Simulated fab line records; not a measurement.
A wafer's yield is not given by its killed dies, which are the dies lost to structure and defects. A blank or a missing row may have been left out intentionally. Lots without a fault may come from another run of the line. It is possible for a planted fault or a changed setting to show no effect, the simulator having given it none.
Lot-split experiment	flow rit cmos	on a route of 202 steps: 5 lots, 23 wafers read

THE SPLIT
At RIT_ACTIVE_COAT_06 (resist thk 1000 nm), the setting resist thk nm was moved away from the recipe's 1000 nm on 9 of the 23 wafers read, by -5.5% to +2.4%. This setting was run at the recipe's value on the other wafers.

FROM THE SPLIT TO THE READING: what the file shows between them, 1 step
- RIT_ACTIVE_HARDBAKE_12: time 60 s (also split here: temp c)

THE READING
NOVOLAK_of_ACTIVE_COAT_06.thk nm (the simulator's own value, which no gauge read), in nm, at RIT_ACTIVE_ETCH_13 (etches Si3N4 in SF6, stops on SiO2, time 210 s, target depth 210 nm). No usual value for it is given in the file. Average 660.8 nm, standard deviation 8.7 nm, over the 14 wafers here run with the recipe.

wafer	tool, chamber at the split	resist thk nm as run, nm	against the recipe	NOVOLAK_of_ACTIVE_COAT_06.thk nm, nm	against lot-mates on the recipe
L078.1	litho track-01, 0	1000	recipe	664.5	-
L078.2	litho track-01, 0	1016	+1.6%	666.2	+13.2
L078.4	litho track-01, 0	1016	+1.6%	651.2	-1.8
L078.5	litho track-01, 0	1016	+1.6%	668.3	+15.2
L078.6	litho track-01, 0	1000	recipe	641.6	-
L079.2	litho track-04, 0	1000	recipe	668	-
L079.4	litho track-04, 0	1000	recipe	648.6	-
L079.5	litho track-04, 0	1000	recipe	670.2	-
L080.1	litho track-01, 0	1024	+2.4%	691.3	+29.5
L080.2	litho track-01, 0	1024	+2.4%	678.6	+16.9
L080.3	litho track-01, 0	1000	recipe	665.6	-
L080.5	litho track-01, 0	1024	+2.4%	691.9	+30.1
L080.6	litho track-01, 0	1000	recipe	657.9	-
L081.1	litho track-04, 0	944.5	-5.5%	618.3	-48.1
L081.2	litho track-04, 0	1000	recipe	671.3	-
L081.3	litho track-04, 0	944.5	-5.5%	597.8	-68.6
L081.4	litho track-04, 0	1000	recipe	661.5	-
L081.5	litho track-04, 0	944.5	-5.5%	622.5	-43.9
L083.1	litho track-01, 0	1000	recipe	647.6	-
L083.2	litho track-01, 0	1000	recipe	667.6	-
L083.3	litho track-01, 0	1000	recipe	660.1	-
L083.4	litho track-01, 0	1000	recipe	662.3	-
L083.6	litho track-01, 0	1000	recipe	664.7	-

THE FIT
A straight line over all 23 wafers: NOVOLAK_of_ACTIVE_COAT_06.thk nm changes by +8.43 nm for each +1% of resist thk nm; r = +0.89; the points scatter about the line by 10 nm.
The same after taking each lot's own level away (the mean of its wafers on the recipe; 23 wafers): +9.5 nm for each +1%; r = +0.93; scatter 8.8 nm.
The reading moves by 53 nm for the largest change in resist thk nm, on that fit.
Measured against the standard deviation above, the lots' own levels, which go from 653.05 to 666.40 nm, span 1.5 times it.
So the slope is not independent of the lot-to-lot level: the two fits are not the same.
Check: for one of the wafers moved furthest among these (-5.5%), held out of the fit, the line's prediction against its lot-mates is -55.4 nm. It came out at -48.1 nm against them.

THESE WAFERS: OTHER SPLITS
Other splits were also applied to these wafers ahead of the reading. Each is held against what the fit with the lots' levels taken away leaves over:
other split on the same wafers	wafers away from the commonest value	r with NOVOLAK_of_ACTIVE_COAT_06.thk nm (lot level and that fit taken away)
RIT_ACTIVE_CVD_03 temp c	10	-0.06
RIT_ACTIVE_HARDBAKE_12 temp c	9	-0.15

THE WHOLE CHAIN: every reading that the file lists as answering this split, in the file's order
step	what it does	reading	change (the file's fit)	r (the file's)
RIT_ACTIVE_COAT_06	resist thk 1000 nm	NOVOLAK_of_ACTIVE_COAT_06.thk nm (the simulator's own value, which no gauge read)	+10.1 nm for each +1% of the setting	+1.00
RIT_ACTIVE_HARDBAKE_12	time 60 s	NOVOLAK_of_ACTIVE_COAT_06.thk nm (the simulator's own value, which no gauge read)	+8.67 nm for each +1% of the setting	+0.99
RIT_ACTIVE_ETCH_13	etches Si3N4 in SF6, stops on SiO2, time 210 s, target depth 210 nm	NOVOLAK_of_ACTIVE_COAT_06.thk nm (the simulator's own value, which no gauge read)	+9.52 nm for each +1% of the setting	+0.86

THE FILE'S OWN FIT
NOVOLAK_of_ACTIVE_COAT_06.thk nm changes by +9.52 nm for each +1% of resist thk nm, r = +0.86.
